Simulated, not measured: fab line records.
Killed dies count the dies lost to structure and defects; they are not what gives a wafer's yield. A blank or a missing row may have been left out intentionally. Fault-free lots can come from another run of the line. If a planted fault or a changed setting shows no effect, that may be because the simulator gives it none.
Which of the tools did it? | flow berkeley cmos170 | Sampling: 15 lots, 45 wafers, 2 of 331 route steps

WHAT THE GAUGES SHOWED, per wafer
The record lacks any reading of a measuring or inspecting step that a usual standard deviation could be used to judge.

EACH LOT AND THE TOOL THAT RAN IT (in order: tool; ch and the chambers of the sampled wafers; start)
lot  | UCB170_ZERO_EXPOSE_03            | UCB170_ZERO_ETCH_06
L673 | krf scanner-02 ch 0, day 1 23:03 | rie diel-04 ch 1,2, day 1 23:35
L675 | krf scanner-01 ch 0, day 2 09:51 | rie diel-02 ch 0,2, day 2 10:50
L676 | krf scanner-01 ch 0, day 2 10:01 | rie diel-04 ch 0,2,3, day 2 10:50
L677 | krf scanner-01 ch 0, day 2 16:14 | rie diel-01 ch 0,3, day 2 16:38
L683 | krf scanner-02, day 4 01:58      | rie diel-02 ch 0,1,2, day 4 02:38
L684 | krf scanner-02, day 4 04:58      | rie diel-02 ch 1,3, day 4 05:23
L685 | krf scanner-01, day 4 13:11      | rie diel-04 ch 1,3, day 4 13:46
L686 | krf scanner-01 ch 0, day 4 19:55 | rie diel-02 ch 0,3, day 4 21:11
L689 | krf scanner-02 ch 0, day 5 02:58 | rie diel-04 ch 1,3, day 5 03:38
L690 | krf scanner-02 ch 0, day 5 10:37 | rie diel-01 ch 2,3, day 5 11:11
L691 | krf scanner-01 ch 0, day 5 18:15 | rie diel-01 ch 0,1, day 5 19:24
L692 | krf scanner-01 ch 0, day 5 22:49 | rie diel-04 ch 0,3, day 5 23:11
L693 | krf scanner-02 ch 0, day 5 23:02 | rie diel-02 ch 0,1, day 5 23:26
L694 | krf scanner-02 ch 0, day 6 07:20 | rie diel-04 ch 0,1,3, day 6 08:04
L696 | krf scanner-01 ch 0, day 6 15:23 | rie diel-01 ch 2,3, day 6 16:07
- UCB170_ZERO_EXPOSE_03: exposes mask PM MARKS, target cd 4000 nm.
- UCB170_ZERO_ETCH_06: etches SiO2 in CHF3/CF4/Ar, time 12 s.

AS READ BY THE TOOLS THEMSELVES (means over the sampled wafers that have a number; for cases with no such wafer, the mark the record gives instead)
UCB170_ZERO_EXPOSE_03. Usual: exposure dose mJ cm2 29.998, standard deviation 0.027; focus offset nm 0.0 nm, standard deviation 0.48.
lot  | tool           | exposure dose mJ cm2 | focus offset nm (nm) | flag
L673 | krf scanner-02 | 30.030               | -0.1                 |
L675 | krf scanner-01 | 29.981               | 0.0                  |
L676 | krf scanner-01 | 29.976               | 0.0                  |
L677 | krf scanner-01 | 30.007               | 0.3                  |
L683 | krf scanner-02 | -                    | -                    | OFF
L684 | krf scanner-02 | -                    | -                    | OFF
L685 | krf scanner-01 | -                    | -                    | OFF
L686 | krf scanner-01 | 29.987               | -0.2                 |
L689 | krf scanner-02 | 29.990               | 0.0                  |
L690 | krf scanner-02 | 29.980               | 0.2                  |
L691 | krf scanner-01 | 29.997               | 0.2                  |
L692 | krf scanner-01 | 29.979               | 0.2                  |
L693 | krf scanner-02 | 29.998               | -0.2                 |
L694 | krf scanner-02 | 30.002               | 0.1                  |
L696 | krf scanner-01 | 29.991               | 0.3                  |

UCB170_ZERO_ETCH_06. Usual: drypump motor current A 5.7 A, standard deviation 0.51; oes product au 0.617 a.u., standard deviation 0.0091; throttle valve pct 9.22 %, standard deviation 0.12.
lot  | tool        | drypump motor current A (A) | oes product au (a.u.) | throttle valve pct (%) | flag
L673 | rie diel-04 | 6.3                         | 0.630                 | 9.18                   |
L675 | rie diel-02 | 5.2                         | 0.625                 | 9.17                   |
L676 | rie diel-04 | 5.9                         | 0.625                 | 9.17                   |
L677 | rie diel-01 | 6.3                         | 0.602                 | 9.22                   |
L683 | rie diel-02 | 5.4                         | 0.377                 | 9.12                   | OFF
L684 | rie diel-02 | 5.4                         | 0.377                 | 9.09                   | OFF
L685 | rie diel-04 | 5.3                         | 0.377                 | 9.25                   | OFF
L686 | rie diel-02 | 5.5                         | 0.614                 | 9.35                   |
L689 | rie diel-04 | 5.7                         | 0.619                 | 9.28                   |
L690 | rie diel-01 | 5.7                         | 0.621                 | 9.29                   |
L691 | rie diel-01 | 6.2                         | 0.606                 | 9.18                   |
L692 | rie diel-04 | 5.3                         | 0.622                 | 9.22                   |
L693 | rie diel-02 | 5.6                         | 0.619                 | 9.09                   |
L694 | rie diel-04 | 5.7                         | 0.619                 | 9.24                   |
L696 | rie diel-01 | 5.7                         | 0.617                 | 9.29                   |

THE ANSWER, worked out from the rows above alone
Rule: a lot counts as off when the mean over its wafers that have a number is more than 3 standard deviations away from the usual mean. A lot without any number at a reading at which 4 lots or more have one is off too. The other lots that the step has rows for count as sound. After the gauges, taken in route order, come the tools' own readings; for these a lot's mean is taken, as printed above. At the first step where some lot is off, the reading lying furthest off is the one used; lots without a number count as furthest.
Off: L683, L684, L685, at UCB170_ZERO_EXPOSE_03 (exposure dose mJ cm2). Without a number there: L683, L684, L685.
A tool fits if, at that step or a process step before it, it ran every lot that is off, and no sound lot after the first of them. Not one of the candidates tried fits.

WHAT WAS PUT IN BY THE SIMULATOR
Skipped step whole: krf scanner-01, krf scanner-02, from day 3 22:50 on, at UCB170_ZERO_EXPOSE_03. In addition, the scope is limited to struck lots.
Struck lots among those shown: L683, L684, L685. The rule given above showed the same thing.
